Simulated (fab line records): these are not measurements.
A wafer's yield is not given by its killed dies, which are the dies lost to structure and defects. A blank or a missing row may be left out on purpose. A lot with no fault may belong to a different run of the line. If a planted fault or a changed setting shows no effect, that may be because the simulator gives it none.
2 desks, one fault	flow rit_cmos	numbers are kept per desk, each desk with only its own; the story behind them comes last

AT THE TOOL OWNER'S DESK: lpcvd-01
The tool's own readings at RIT_GATE_CVD_08 (deposits poly-Si from SiH4, target thk 250 nm, time 2220 s): means of the sampled wafers that have a number, for each lot that ran on this tool. The brackets show how far a lot's mean lies from the usual mean; more than 4 standard deviations puts the lot out of limits, marked OUT.
Columns: A = pressure_mtorr at RIT_GATE_CVD_08, usual 300.1 mTorr; B = zone_power_source_pct at RIT_GATE_CVD_08, usual 11.1 %
lot	first seen here	A	B
L334	day 2 19:38	299.2	11.3
L338	day 3 22:10	299.8	11.3
L339	day 4 01:03	299.9	10.4
L340	day 4 11:37	300.0	11.4
L343	day 4 23:19	299.2	11.5
L345	day 5 03:56	300.7	11.4
L347	day 5 14:04	300.4	11.3
This desk found nothing out of limits on any of the 7 lots.

FROM THE METROLOGY DESK
Lot by lot, what the gauges showed, no matter which tool ran the lot: averages of those sampled wafers that carry a number. The brackets show how far a lot's mean lies from the usual mean; more than 4 standard deviations puts the lot out of limits, marked OUT.
Columns: A = GATE_POLY_THK at RIT_GATE_THK_MEAS_09, usual 250.5 nm
lot	first seen here	A
L333	day 2 16:26	252.1
L334	day 2 21:16	256.1
L335	day 3 02:44	250.1
L337	day 3 16:55	255.8
L338	day 3 23:49	245.8
L339	day 4 02:41	249.0
L340	day 4 13:14	251.5
L341	day 4 17:25	251.9
L342	day 4 17:25	255.4
L343	day 5 00:56	247.6
L345	day 5 05:34	267.4 (+6.0) OUT
L347	day 5 15:41	268.8 (+6.5) OUT
L351	day 6 12:51	250.6
L352	day 6 15:29	249.9
Per this desk, out of limits: L345, L347; the first was L345, day 5 05:34 (GATE_POLY_THK at RIT_GATE_THK_MEAS_09). L333, L334, L335, L337, L338, L339, L340, L341, L342, L343, L351, L352 stayed within limits.

PUT TOGETHER
At day 5 05:34 the metrology desk could have sounded an alarm, on L345, L347.
The desk of the tool owner found nothing out of limits.
The tool owner's desk has L345, L347 on record, within its limits.
Of the lots named, all ran RIT_GATE_CVD_08 on lpcvd-01.

WHAT THE SIMULATOR HAD PUT IN
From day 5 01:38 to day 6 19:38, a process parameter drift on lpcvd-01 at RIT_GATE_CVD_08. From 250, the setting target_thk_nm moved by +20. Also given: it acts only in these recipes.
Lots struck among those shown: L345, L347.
Time in hours between the start of the fault and the first out-of-limits reading at each desk: metrology desk, 4.
